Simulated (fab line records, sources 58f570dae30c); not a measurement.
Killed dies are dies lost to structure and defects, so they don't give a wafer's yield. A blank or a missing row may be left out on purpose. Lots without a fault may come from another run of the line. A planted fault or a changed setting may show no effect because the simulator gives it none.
Which tool did it? | flow berkeley_cmos170 | 15 lots, 45 wafers sampled, at 6 steps of a route of 331

WHAT THE GAUGES READ, wafer by wafer
UCB170_PSD_CD_MEAS_06: target cd 1200 nm.
lot  | measured     | on        | cd_nm (nm)
L312 | day 7 21:50  | cd_sem-01 | 1200.7 1199.7 1199.7
L313 | day 7 22:13  | cd_sem-02 | 1203.4 1203.5 1202.7
L317 | day 9 14:37  | cd_sem-01 | 1199.6 1198.9 1199.5
L318 | day 9 14:47  | cd_sem-01 | 1200.4 1199.9 1200.7
L321 | day 9 15:09  | cd_sem-02 | 1201.8 1201.2 1201.6
L320 | day 11 01:34 | cd_sem-01 | 1200.2 1201.2 1201.8
L324 | day 11 01:41 | cd_sem-02 | 1198.8 1200.3 1198.8
L327 | day 11 08:58 | cd_sem-02 | 1200.9 1200.7 1200.4
L328 | day 11 08:41 | cd_sem-01 | 1200.9 1199.0 1199.8
L326 | day 11 08:44 | cd_sem-02 | 1204.1 1204.2 1202.3
L325 | day 11 08:49 | cd_sem-01 | 1200.0 1201.6 1201.0
L329 | day 11 17:58 | cd_sem-02 | 1200.9 1201.3 1201.3
L333 | day 12 11:34 | cd_sem-01 | 1198.3 1198.5 1199.1
L330 | day 12 11:43 | cd_sem-01 | 1200.6 1199.9 1200.6
L334 | day 12 22:20 | cd_sem-02 | 1201.3 1201.4 1200.9

UCB170_SDANNEAL_RS_MEAS_02: measures by four-point-probe.
lot  | measured     | on            | PSD_RS (ohm/sq)
L312 | day 8 01:43  | film_metro-03 | 75.1 75.0 75.2
L313 | day 8 02:14  | film_metro-04 | 75.6 75.2 75.3
L317 | day 9 17:56  | film_metro-01 | 75.4 75.5 75.1
L318 | day 9 18:26  | film_metro-04 | 75.9 75.8 75.7
L321 | day 9 18:39  | film_metro-03 | 75.3 75.3 75.1
L320 | day 11 04:50 | film_metro-01 | 75.7 75.4 75.4
L324 | day 11 05:26 | film_metro-01 | 76.2 75.9 75.9
L327 | day 11 13:25 | film_metro-03 | 75.3 75.3 75.4
L328 | day 11 13:14 | film_metro-04 | 74.8 74.6 74.9
L326 | day 11 13:49 | film_metro-04 | 75.7 75.8 75.7
L325 | day 11 13:35 | film_metro-01 | 74.5 74.7 74.5
L329 | day 11 22:10 | film_metro-04 | 75.6 75.9 75.6
L333 | day 12 16:34 | film_metro-04 | 75.3 75.8 75.8
L330 | day 12 17:44 | film_metro-01 | 75.1 75.0 75.0
L334 | day 13 02:02 | film_metro-04 | 75.6 75.2 75.4

WHICH TOOL RAN EACH LOT (tool, then ch and the chambers of the sampled wafers, then the start)
lot  | UCB170_GATE_STRIP_16                 | UCB170_PSD_IMPLANT_08           | UCB170_PSD_STRIP_09                  | UCB170_SDANNEAL_RTA_00
L312 | plasma_asher-03 ch 0,1, day 7 09:45  | implanter-01 ch 0, day 7 21:59  | plasma_asher-02 ch 0,1, day 7 22:08  | rtp_anneal-02 ch 0, day 8 01:36
L313 | plasma_asher-03 ch 1, day 7 09:52    | implanter-03 ch 0, day 7 22:22  | plasma_asher-01 ch 1, day 7 22:29    | rtp_anneal-02 ch 0, day 8 02:05
L317 | plasma_asher-01 ch 0,1, day 9 00:08  | implanter-01 ch 0, day 9 14:47  | plasma_asher-02 ch 0,1, day 9 14:55  | rtp_anneal-02 ch 0, day 9 17:49
L318 | plasma_asher-03 ch 0,1, day 9 00:42  | implanter-04 ch 0, day 9 14:57  | plasma_asher-02 ch 0,1, day 9 15:04  | rtp_anneal-02 ch 0, day 9 18:17
L321 | plasma_asher-01 ch 0,1, day 9 06:46  | implanter-01 ch 0, day 9 15:19  | plasma_asher-02 ch 0,1, day 9 15:28  | rtp_anneal-02 ch 0, day 9 18:31
L320 | plasma_asher-04 ch 0,1, day 10 15:41 | implanter-01 ch 0, day 11 01:43 | plasma_asher-04 ch 0,1, day 11 01:52 | rtp_anneal-02 ch 0, day 11 04:43
L324 | plasma_asher-03 ch 0, day 10 15:46   | implanter-03 ch 0, day 11 01:50 | plasma_asher-02 ch 0,1, day 11 01:59 | rtp_anneal-01 ch 0, day 11 05:19
L327 | plasma_asher-04 ch 0,1, day 10 21:17 | implanter-03 ch 0, day 11 09:07 | plasma_asher-02 ch 0,1, day 11 09:16 | rtp_anneal-01 ch 0, day 11 13:17
L328 | plasma_asher-01 ch 0,1, day 10 21:23 | implanter-01 ch 0, day 11 08:50 | plasma_asher-04 ch 0,1, day 11 08:59 | rtp_anneal-02 ch 0, day 11 13:07
L326 | plasma_asher-03 ch 0,1, day 10 21:32 | implanter-03 ch 0, day 11 08:53 | plasma_asher-02 ch 0,1, day 11 09:01 | rtp_anneal-01 ch 0, day 11 13:41
L325 | plasma_asher-04 ch 0,1, day 10 21:45 | implanter-01 ch 0, day 11 08:59 | plasma_asher-01 ch 0,1, day 11 09:08 | rtp_anneal-02 ch 0, day 11 13:28
L329 | plasma_asher-04 ch 0,1, day 11 07:34 | implanter-03 ch 0, day 11 18:08 | plasma_asher-01 ch 0,1, day 11 18:16 | rtp_anneal-02 ch 0, day 11 22:01
L333 | plasma_asher-04 ch 0,1, day 11 23:12 | implanter-04 ch 0, day 12 11:43 | plasma_asher-02 ch 0,1, day 12 11:52 | rtp_anneal-01 ch 0, day 12 16:27
L330 | plasma_asher-04 ch 0,1, day 12 00:09 | implanter-01 ch 0, day 12 11:52 | plasma_asher-04 ch 0,1, day 12 11:59 | rtp_anneal-01 ch 0, day 12 17:37
L334 | plasma_asher-03 ch 0,1, day 12 08:14 | implanter-04 ch 0, day 12 22:29 | plasma_asher-04 ch 0,1, day 12 22:38 | rtp_anneal-02 ch 0, day 13 01:55
- UCB170_GATE_STRIP_16: strips in O2.
- UCB170_PSD_IMPLANT_08
- UCB170_PSD_STRIP_09: strips in O2.
- UCB170_SDANNEAL_RTA_00: time 10 s.

WHAT THE TOOLS THEMSELVES READ (means of the sampled wafers that have a number; where no wafer has one, the mark that the record gives instead)
UCB170_GATE_STRIP_16.
lot  | tool            | drypump_motor_current_A (A) | oes_product_au (a.u.)
L312 | plasma_asher-03 | 5.47                        | 0.720
L313 | plasma_asher-03 | 5.60                        | 0.724
L317 | plasma_asher-01 | 5.65                        | 0.722
L318 | plasma_asher-03 | 5.55                        | 0.724
L321 | plasma_asher-01 | 5.67                        | 0.727
L320 | plasma_asher-04 | 5.45                        | 0.722
L324 | plasma_asher-03 | 5.44                        | 0.723
L327 | plasma_asher-04 | 5.46                        | 0.722
L328 | plasma_asher-01 | 5.57                        | 0.729
L326 | plasma_asher-03 | 5.48                        | 0.724
L325 | plasma_asher-04 | 5.45                        | 0.723
L329 | plasma_asher-04 | 5.55                        | 0.726
L333 | plasma_asher-04 | 5.46                        | 0.727
L330 | plasma_asher-04 | 5.55                        | 0.721
L334 | plasma_asher-03 | 5.46                        | 0.724

UCB170_PSD_IMPLANT_08.
lot  | tool         | dose_ions_cm2
L312 | implanter-01 | 3e+15
L313 | implanter-03 | 3e+15
L317 | implanter-01 | 3e+15
L318 | implanter-04 | 3e+15
L321 | implanter-01 | 3e+15
L320 | implanter-01 | 3e+15
L324 | implanter-03 | 3e+15
L327 | implanter-03 | 3e+15
L328 | implanter-01 | 3e+15
L326 | implanter-03 | 3e+15
L325 | implanter-01 | 3e+15
L329 | implanter-03 | 3e+15
L333 | implanter-04 | 3e+15
L330 | implanter-01 | 3e+15
L334 | implanter-04 | 3e+15

UCB170_PSD_STRIP_09.
lot  | tool            | drypump_motor_current_A (A) | oes_product_au (a.u.) | strip_time_to_endpoint_s (s)
L312 | plasma_asher-02 | 6.1                         | 0.601                 | 29.50
L313 | plasma_asher-01 | 5.8                         | 0.603                 | 29.49
L317 | plasma_asher-02 | 6.1                         | 0.597                 | 29.51
L318 | plasma_asher-02 | 5.7                         | 0.594                 | 29.36
L321 | plasma_asher-02 | 5.7                         | 0.600                 | 29.44
L320 | plasma_asher-04 | 5.5                         | 0.592                 | 29.42
L324 | plasma_asher-02 | 5.6                         | 0.601                 | 29.37
L327 | plasma_asher-02 | 5.7                         | 0.600                 | 29.46
L328 | plasma_asher-04 | 5.5                         | 0.597                 | 29.67
L326 | plasma_asher-02 | 5.7                         | 0.601                 | 29.47
L325 | plasma_asher-01 | 5.7                         | 0.595                 | 29.62
L329 | plasma_asher-01 | 5.7                         | 0.601                 | 29.37
L333 | plasma_asher-02 | 6.1                         | 0.602                 | 29.44
L330 | plasma_asher-04 | 5.5                         | 0.603                 | 29.53
L334 | plasma_asher-04 | 5.5                         | 0.597                 | 29.34

UCB170_SDANNEAL_RTA_00.
lot  | tool          | lamp_power_pct (%) | wafer_temp_C_max
L312 | rtp_anneal-02 | 22.4               | 904.3
L313 | rtp_anneal-02 | 22.4               | 903.5
L317 | rtp_anneal-02 | 22.4               | 904.6
L318 | rtp_anneal-02 | 22.4               | 904.4
L321 | rtp_anneal-02 | 22.4               | 904.9
L320 | rtp_anneal-02 | 22.4               | 903.4
L324 | rtp_anneal-01 | 24.0               | 902.9
L327 | rtp_anneal-01 | 24.0               | 902.9
L328 | rtp_anneal-02 | 22.4               | 904.5
L326 | rtp_anneal-01 | 24.0               | 902.9
L325 | rtp_anneal-02 | 22.4               | 904.1
L329 | rtp_anneal-02 | 22.4               | 904.8
L333 | rtp_anneal-01 | 24.0               | 903.1
L330 | rtp_anneal-01 | 24.0               | 903.0
L334 | rtp_anneal-02 | 22.4               | 903.5

THE ANSWER, worked out from the rows above alone
Rule: what is usual is taken from the lots themselves. Put in order of their means at a reading, lots are off if they are a third of the lots or fewer, leave a main group of 4 or more, and stand apart from it by a gap of 3 or more times the standard deviation of the main group's means; of several such gaps the widest counts. A main group whose means are all the same, to the digits that the tables above print for the reading, isn't used. A lot without any number at a reading at which 4 lots or more have one is off too. The other lots that the step has rows for count as sound. The gauges are gone through in route order, then the tools' own readings, and for those a lot's mean is taken as printed above. The first step at which some lot is off is used, and at that step the reading that is off furthest; a lot without a number counts as furthest.
No lot is off at any reading shown: from this, nothing can be told.

WHAT THE SIMULATOR HAD PUT IN
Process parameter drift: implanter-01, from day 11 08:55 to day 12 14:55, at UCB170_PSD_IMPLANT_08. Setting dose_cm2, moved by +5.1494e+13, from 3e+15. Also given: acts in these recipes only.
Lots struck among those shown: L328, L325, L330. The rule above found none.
